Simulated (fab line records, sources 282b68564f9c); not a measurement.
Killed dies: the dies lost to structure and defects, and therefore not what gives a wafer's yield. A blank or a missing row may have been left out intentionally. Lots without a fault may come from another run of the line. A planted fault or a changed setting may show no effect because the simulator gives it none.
Comparing a struck lot with a sound one || flow ritCmos || 12 steps out of a route of 202
Sound: the wafers L471.1, L471.2, L471.3. Wafers L473.1, L473.2, L473.3 were the ones struck. The cause is given at the end.
Each step with rows lists, per side, the tool, then ch with its chambers, then its first start. Under that, the readings that differ: sound wafers || struck wafers || difference of the means || sigmas: that difference in standard deviations of wafers without a fault.
alike: readings with means less than 2 such deviations apart, plus words and numbers identical on both sides. not compared: withheld readings, readings lacking a value on some wafer, bounds such as >300 that could conceal the same value, and numbers that have no deviation in the record and whose values overlap.
The two part at a step that has a row with sigmas, a row that says differs or no value, or rows on one side only. Non-overlapping numbers with no deviation appear without sigmas and do not part them. A reading missing from all wafers of one side parts the sides only when that side holds two or more wafers.

RIT_ACTIVE_BOW_MEAS_00:
  sound on filmMetro-01, day 3 02:00; struck on filmMetro-02, day 3 12:00
{"reading": "INCOMING_BOW (um)", "sound": "9 10 -1", "struck": "-15 -5 -4", "difference": -14, "sigmas": -2}
then, 1 step without rows for these wafers: RIT_ACTIVE_OXIDATION_01 (target thk 46.8 nm, ox time 3360 s).
RIT_ACTIVE_THK_MEAS_02:
  sound on filmMetro-03, day 3 04:03; struck on filmMetro-01, day 3 14:51
  alike: ACTIVE_OXIDE_THK
then, 1 step without rows for these wafers: RIT_ACTIVE_CVD_03 (deposits Si3N4 from SiH2Cl2/NH3, target thk 150 nm, time 1500 s).
RIT_ACTIVE_THK_MEAS_04:
  sound on filmMetro-03, day 3 05:32; struck on filmMetro-02, day 3 16:20
  alike: ACTIVE_NITRIDE_THK
then, 5 steps without rows for these wafers: RIT_ACTIVE_HMDS_05 (prime time 60 s); RIT_ACTIVE_COAT_06 (resist thk 1000 nm); RIT_ACTIVE_SOFTBAKE_07 (time 60 s); RIT_ACTIVE_EXPOSE_08 (exposes mask M1, target cd 1400 nm); RIT_ACTIVE_PEB_09.
RIT_ACTIVE_DEVELOP_10: develop time 50 s.
  struck on lithoTrack-03, day 3 17:00; sound on lithoTrack-03 ch 0, day 3 06:00
  no value came back on the struck wafers for chillPlateTempC (C), developTimeS (s), resistLineTempC (C); on the sound wafers chillPlateTempC (C) reads 22.97 22.99 22.81
RIT_ACTIVE_CD_MEAS_11 targets a cd of 1400 nm.
  sound on cdSem-01, day 3 06:34; struck on cdSem-02, day 3 17:22
{"reading": "cdNm (nm)", "sound": "1402.3 1398.3 1398.5", "struck": "- - -", "difference": "no value on the struck wafers", "sigmas": ""}

## WHERE THEY PART
First at RIT_ACTIVE_BOW_MEAS_00; last, within this record, at RIT_ACTIVE_CD_MEAS_11.

WHY: what the simulator had put in
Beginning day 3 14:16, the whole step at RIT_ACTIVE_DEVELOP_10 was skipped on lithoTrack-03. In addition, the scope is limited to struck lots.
